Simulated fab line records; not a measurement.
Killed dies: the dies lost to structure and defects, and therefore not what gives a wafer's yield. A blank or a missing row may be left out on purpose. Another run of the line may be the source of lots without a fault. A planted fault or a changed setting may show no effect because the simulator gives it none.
Which tool was responsible? :: flow berkeley cmos170 :: 15 lots, 45 wafers sampled, at 4 steps of a route of 331

== WHAT THE GAUGES SHOWED, per wafer ==
UCB170_PVT_OVL_MEAS_06.
lot: L661
measured: day 6 12:12
on: overlay-02
PVT_OVL (nm): 1 12 7

lot: L664
measured: day 7 16:06
on: overlay-02
PVT_OVL (nm): -1 1 -5

lot: L666
measured: day 7 22:02
on: overlay-02
PVT_OVL (nm): 8 9 11

lot: L667
measured: day 8 08:32
on: overlay-02
PVT_OVL (nm): 9 -1 2

lot: L668
measured: day 8 08:29
on: overlay-01
PVT_OVL (nm): 3 -3 3

lot: L669
measured: day 8 08:16
on: overlay-01
PVT_OVL (nm): -7 -2 -7

lot: L670
measured: day 8 15:57
on: overlay-02
PVT_OVL (nm): -6 -9 2

lot: L672
measured: day 9 02:25
on: overlay-02
PVT_OVL (nm): 0 -6 0

lot: L673
measured: day 9 02:43
on: overlay-01
PVT_OVL (nm): 10 4 14

lot: L677
measured: day 10 07:22
on: overlay-01
PVT_OVL (nm): -3 0 2

lot: L679
measured: day 10 12:46
on: overlay-01
PVT_OVL (nm): 3 0 3

lot: L680
measured: day 10 23:53
on: overlay-02
PVT_OVL (nm): 3 6 1

UCB170_SPACER_THK_MEAS_01.
lot: L661
measured: day 7 12:07
on: film metro-03
SPACER_TEOS_THK (nm): 370 372 378

lot: L664
measured: day 8 12:16
on: film metro-02
SPACER_TEOS_THK (nm): 376 380 376

lot: L666
measured: day 8 18:41
on: film metro-02
SPACER_TEOS_THK (nm): 373 360 373

lot: L667
measured: day 9 05:33
on: film metro-04
SPACER_TEOS_THK (nm): 375 368 375

lot: L668
measured: day 9 05:05
on: film metro-03
SPACER_TEOS_THK (nm): 373 382 375

lot: L669
measured: day 9 04:43
on: film metro-04
SPACER_TEOS_THK (nm): 373 386 372

lot: L670
measured: day 9 10:37
on: film metro-03
SPACER_TEOS_THK (nm): 362 371 366

lot: L672
measured: day 9 19:39
on: film metro-03
SPACER_TEOS_THK (nm): 369 373 374

lot: L673
measured: day 9 19:25
on: film metro-04
SPACER_TEOS_THK (nm): 380 381 380

lot: L677
measured: day 10 23:11
on: film metro-04
SPACER_TEOS_THK (nm): 375 380 378

lot: L679
measured: day 11 03:10
on: film metro-02
SPACER_TEOS_THK (nm): 375 378 381

lot: L680
measured: day 11 16:57
on: film metro-04
SPACER_TEOS_THK (nm): 375 377 383

== EACH LOT AND THE TOOL THAT RAN IT (in order: tool; ch and the chambers of the sampled wafers; start) ==
lot: L661
UCB170_WELLDRIVE_OXIDATION_01: furnace-04 ch 0, day 4 05:08
UCB170_PLDD_STRIP_10: plasma asher-01 ch 0,1, day 7 09:05

lot: L664
UCB170_WELLDRIVE_OXIDATION_01: furnace-03 ch 0, day 5 06:01
UCB170_PLDD_STRIP_10: plasma asher-02 ch 0,1, day 8 10:07

lot: L666
UCB170_WELLDRIVE_OXIDATION_01: furnace-01 ch 0, day 5 15:08
UCB170_PLDD_STRIP_10: plasma asher-04 ch 0,1, day 8 15:01

lot: L667
UCB170_WELLDRIVE_OXIDATION_01: furnace-01 ch 0, day 5 19:58
UCB170_PLDD_STRIP_10: plasma asher-02 ch 1, day 9 02:37

lot: L668
UCB170_WELLDRIVE_OXIDATION_01: furnace-01 ch 0, day 5 19:58
UCB170_PLDD_STRIP_10: plasma asher-04 ch 0,1, day 9 02:20

lot: L669
UCB170_WELLDRIVE_OXIDATION_01: furnace-01 ch 0, day 5 19:58
UCB170_PLDD_STRIP_10: plasma asher-02 ch 0,1, day 9 02:04

lot: L670
UCB170_WELLDRIVE_OXIDATION_01: furnace-03 ch 0, day 6 06:15
UCB170_PLDD_STRIP_10: plasma asher-02 ch 0,1, day 9 08:36

lot: L672
UCB170_WELLDRIVE_OXIDATION_01: furnace-04 ch 0, day 6 13:52
UCB170_PLDD_STRIP_10: plasma asher-01 ch 0,1, day 9 17:29

lot: L673
UCB170_WELLDRIVE_OXIDATION_01: furnace-04 ch 0, day 6 13:52
UCB170_PLDD_STRIP_10: plasma asher-02 ch 0,1, day 9 17:13

lot: L671
UCB170_WELLDRIVE_OXIDATION_01: furnace-01, day 6 19:07
UCB170_PLDD_STRIP_10: -

lot: L674
UCB170_WELLDRIVE_OXIDATION_01: furnace-04, day 7 01:09
UCB170_PLDD_STRIP_10: -

lot: L675
UCB170_WELLDRIVE_OXIDATION_01: furnace-04, day 7 01:09
UCB170_PLDD_STRIP_10: -

lot: L677
UCB170_WELLDRIVE_OXIDATION_01: furnace-04 ch 0, day 7 17:29
UCB170_PLDD_STRIP_10: plasma asher-01 ch 0,1, day 10 21:10

lot: L679
UCB170_WELLDRIVE_OXIDATION_01: furnace-01 ch 0, day 8 02:47
UCB170_PLDD_STRIP_10: plasma asher-01 ch 0,1, day 11 00:43

lot: L680
UCB170_WELLDRIVE_OXIDATION_01: furnace-01 ch 0, day 8 10:32
UCB170_PLDD_STRIP_10: plasma asher-01 ch 0,1, day 11 14:50
- UCB170_WELLDRIVE_OXIDATION_01: target thk 199 nm, ox time 9000 s.
- UCB170_PLDD_STRIP_10: strips in O2.

== WHAT THE TOOLS THEMSELVES READ (means of the sampled wafers that have a number; where no wafer has one, the mark that the record gives instead) ==
UCB170_WELLDRIVE_OXIDATION_01.
lot: L661
tool: furnace-04
ox temp c (C): 1099.7
ox temp c max: 1105.1
zone power source pct (%): 34

lot: L664
tool: furnace-03
ox temp c (C): 1100.4
ox temp c max: 1107.5
zone power source pct (%): 45

lot: L666
tool: furnace-01
ox temp c (C): 1100.4
ox temp c max: 1106.2
zone power source pct (%): 39

lot: L667
tool: furnace-01
ox temp c (C): 1099.9
ox temp c max: 1104.4
zone power source pct (%): 39

lot: L668
tool: furnace-01
ox temp c (C): 1100.4
ox temp c max: 1106.4
zone power source pct (%): 39

lot: L669
tool: furnace-01
ox temp c (C): 1099.6
ox temp c max: 1104.4
zone power source pct (%): 39

lot: L670
tool: furnace-03
ox temp c (C): 1100.0
ox temp c max: 1107.2
zone power source pct (%): 45

lot: L672
tool: furnace-04
ox temp c (C): 1100.0
ox temp c max: 1104.8
zone power source pct (%): 34

lot: L673
tool: furnace-04
ox temp c (C): 1100.2
ox temp c max: 1105.9
zone power source pct (%): 34

lot: L671
tool: furnace-01
ox temp c (C): -
ox temp c max: -
zone power source pct (%): -

lot: L674
tool: furnace-04
ox temp c (C): -
ox temp c max: -
zone power source pct (%): -

lot: L675
tool: furnace-04
ox temp c (C): -
ox temp c max: -
zone power source pct (%): -

lot: L677
tool: furnace-04
ox temp c (C): 1100.3
ox temp c max: 1104.9
zone power source pct (%): 34

lot: L679
tool: furnace-01
ox temp c (C): 1100.2
ox temp c max: 1105.0
zone power source pct (%): 39

lot: L680
tool: furnace-01
ox temp c (C): 1099.8
ox temp c max: 1105.4
zone power source pct (%): 39

UCB170_PLDD_STRIP_10.
lot: L661
tool: plasma asher-01
drypump motor current A (A): 6.2
oes product au (a.u.): 0.730
strip time to endpoint s (s): 21.59

lot: L664
tool: plasma asher-02
drypump motor current A (A): 5.6
oes product au (a.u.): 0.728
strip time to endpoint s (s): 21.68

lot: L666
tool: plasma asher-04
drypump motor current A (A): 5.7
oes product au (a.u.): 0.733
strip time to endpoint s (s): 21.59

lot: L667
tool: plasma asher-02
drypump motor current A (A): 5.5
oes product au (a.u.): 0.734
strip time to endpoint s (s): 21.75

lot: L668
tool: plasma asher-04
drypump motor current A (A): 6.0
oes product au (a.u.): 0.732
strip time to endpoint s (s): 21.64

lot: L669
tool: plasma asher-02
drypump motor current A (A): 5.5
oes product au (a.u.): 0.736
strip time to endpoint s (s): 21.58

lot: L670
tool: plasma asher-02
drypump motor current A (A): 5.6
oes product au (a.u.): 0.735
strip time to endpoint s (s): 21.59

lot: L672
tool: plasma asher-01
drypump motor current A (A): 6.2
oes product au (a.u.): 0.732
strip time to endpoint s (s): 21.65

lot: L673
tool: plasma asher-02
drypump motor current A (A): 5.7
oes product au (a.u.): 0.738
strip time to endpoint s (s): 21.66

lot: L677
tool: plasma asher-01
drypump motor current A (A): 6.2
oes product au (a.u.): 0.732
strip time to endpoint s (s): 21.58

lot: L679
tool: plasma asher-01
drypump motor current A (A): 6.2
oes product au (a.u.): 0.733
strip time to endpoint s (s): 21.66

lot: L680
tool: plasma asher-01
drypump motor current A (A): 6.2
oes product au (a.u.): 0.734
strip time to endpoint s (s): 21.58

== THE ANSWER, worked out from the rows above alone ==
Rule: usual is defined by the lots themselves. Put in order of their means at a reading, lots are off if they are a third of the lots or fewer, leave a main group of 4 or more, and stand apart from it by a gap of 3 or more times the standard deviation of the main group's means; of several such gaps the widest counts. If all means in a main group match to the digits the tables above print for the reading, that group is not used. Also off: a lot with no number at a reading for which 4 or more lots have one. Any other lot the step has rows for is counted as sound. First the gauges in route order, then the tools' own readings, where a lot's mean is used as printed above. The first step at which some lot is off is used, and at that step the reading that is off furthest; a lot without a number counts as furthest.
Off: L671, L674, L675, at UCB170_WELLDRIVE_OXIDATION_01 (ox temp c). Without a number there: L671, L674, L675. For the main group the mean is 1100.1 C and the standard deviation 0.27.
A tool fits if, at that step or a process step before it, it ran every lot that is off, and no sound lot after the first of them. Not one of the candidates tried fits.

== WHAT THE SIMULATOR HAD INSERTED ==
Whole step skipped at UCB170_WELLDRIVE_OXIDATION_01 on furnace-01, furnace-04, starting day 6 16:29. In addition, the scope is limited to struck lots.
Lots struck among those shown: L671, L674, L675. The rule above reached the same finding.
